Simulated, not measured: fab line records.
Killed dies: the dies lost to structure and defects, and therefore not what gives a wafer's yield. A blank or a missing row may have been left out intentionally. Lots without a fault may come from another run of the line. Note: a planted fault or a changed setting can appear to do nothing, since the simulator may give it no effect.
Tool commonality check	flow berkeley cmos170	Sampled: 14 lots, 42 wafers

== WHAT PROMPTED THE OPENING ==
At UCB170_PVT_TW_MEAS_09 the reading PVT_TW is flagged on 2 of 14 lots. Fault-free wafers read 513, with a standard deviation of 3.1.
Rule: flag the lot when none of its wafers has a number, or when each of its wafers that has one lies beyond 4 standard deviations from that mean. The other lots count as sound.

lot	measured	on	PVT_TW, wafer by wafer	flag
L582	day 5 12:02	film metro-03	519 515 516	
L581	day 5 12:03	film metro-02	511 511 510	
L584	day 6 17:22	film metro-02	509 511 508	
L585	day 6 17:26	film metro-01	511 512 511	
L586	day 6 19:11	film metro-02	508 510 510	
L591	day 7 04:24	film metro-03	516 516 516	
L595	day 8 19:40	film metro-02	480 482 480	FLAGGED
L596	day 8 19:56	film metro-01	516 513 514	
L597	day 8 20:13	film metro-02	482 480 482	FLAGGED
L598	day 9 08:43	film metro-03	517 517 515	
L599	day 9 11:10	film metro-01	511 511 512	
L601	day 9 11:55	film metro-03	517 516 518	
L602	day 9 22:59	film metro-03	519 519 517	
L604	day 9 23:14	film metro-03	514 516 514	
On average the flagged lots' numbers are 481, which is -32 against the usual, or -10 standard deviations.

== WHICH TOOL RAN EACH LOT ==
2 process steps preceding the reading are held in the record, out of 331 steps in the route. Each cell gives the tool, then ch followed by the chambers the sampled wafers passed through, then the start.
lot	flag	UCB170_PWELL_ETCH_14	UCB170_PVT_IMPLANT_07
L582		rie diel-01 ch 0,1,3, day 3 05:52	implanter-01 ch 0, day 5 11:49
L581		rie diel-01 ch 0,1,3, day 3 01:10	implanter-04 ch 0, day 5 11:48
L584		rie diel-04 ch 1,2,3, day 4 00:52	implanter-01 ch 0, day 6 17:08
L585		rie diel-02 ch 0,2,3, day 4 00:41	implanter-04 ch 0, day 6 17:11
L586		rie diel-02 ch 0,1,3, day 4 10:49	implanter-04 ch 0, day 6 18:56
L591		rie diel-04 ch 1,2,3, day 5 04:16	implanter-04 ch 0, day 7 04:09
L595	FLAGGED	rie diel-01 ch 0,1,3, day 6 02:00	implanter-04 ch 0, day 8 19:26
L596		rie diel-02 ch 0,1,2, day 6 06:38	implanter-01 ch 0, day 8 19:42
L597	FLAGGED	rie diel-01 ch 1,2,3, day 6 06:46	implanter-04 ch 0, day 8 20:00
L598		rie diel-04 ch 1,2,3, day 6 11:13	implanter-01 ch 0, day 9 08:28
L599		rie diel-01 ch 0,1, day 6 14:55	implanter-02 ch 0, day 9 10:55
L601		rie diel-02 ch 0,2,3, day 6 22:14	implanter-02 ch 0, day 9 11:40
L602		rie diel-01 ch 1,3, day 7 12:20	implanter-02 ch 0, day 9 22:43
L604		rie diel-02 ch 0,3, day 7 12:10	implanter-02 ch 0, day 9 23:01
What is done by these steps:
- UCB170_PWELL_ETCH_14: etches Si3N4 in CH3F/Ar/O2, stops on SiO2, target depth 242 nm, time 151 s.
- UCB170_PVT_IMPLANT_07
- UCB170_PVT_TW_MEAS_09

== FLAGGED OVER TOTAL, TOOL BY TOOL (the gauges that took the reading come last) ==
step	tool	lots run	flagged	share of the flagged lots	sound lots run after its first flagged lot
UCB170_PWELL_ETCH_14	rie diel-01	6	2	all	2 (L599,L602)
UCB170_PWELL_ETCH_14	rie diel-02	5	0	none	-
UCB170_PWELL_ETCH_14	rie diel-04	3	0	none	-
UCB170_PVT_IMPLANT_07	implanter-01	4	0	none	-
UCB170_PVT_IMPLANT_07	implanter-02	4	0	none	-
UCB170_PVT_IMPLANT_07	implanter-04	6	2	all	0
UCB170_PVT_TW_MEAS_09	film metro-01	3	0	none	-
UCB170_PVT_TW_MEAS_09	film metro-02	5	2	all	0
UCB170_PVT_TW_MEAS_09	film metro-03	6	0	none	-

== WHAT THE TABLE ALLOWS ==
3 rows of the table ran every flagged lot: rie diel-01 at UCB170_PWELL_ETCH_14, implanter-04 at UCB170_PVT_IMPLANT_07, film metro-02 at UCB170_PVT_TW_MEAS_09.
- rie diel-01 at UCB170_PWELL_ETCH_14: 2 of its 6 lots flagged. After the first flagged lot (L599, L602), sound lots still ran on it; a lasting fault on the whole tool would not permit that.
- implanter-04 at UCB170_PVT_IMPLANT_07: 2 of its 6 lots flagged. Last sound lot L591 at day 7 04:09, first flagged lot L595 at day 8 19:26; a fault beginning in between fits. Its own readings (dose ions cm2, faraday current uA) fall more than 4 standard deviations out on all wafers of the flagged lots.
- film metro-02 at UCB170_PVT_TW_MEAS_09: 2 of its 5 lots flagged. Last sound lot L586 at day 6 19:11, first flagged lot L595 at day 8 19:40; a fault beginning in between fits.
Because each of these 2 tools fits a fault that began at some hour, counting lots does not separate them. More lots, or a look at what each step does to the wafer, might.

== WHAT WAS PUT IN BY THE SIMULATOR ==
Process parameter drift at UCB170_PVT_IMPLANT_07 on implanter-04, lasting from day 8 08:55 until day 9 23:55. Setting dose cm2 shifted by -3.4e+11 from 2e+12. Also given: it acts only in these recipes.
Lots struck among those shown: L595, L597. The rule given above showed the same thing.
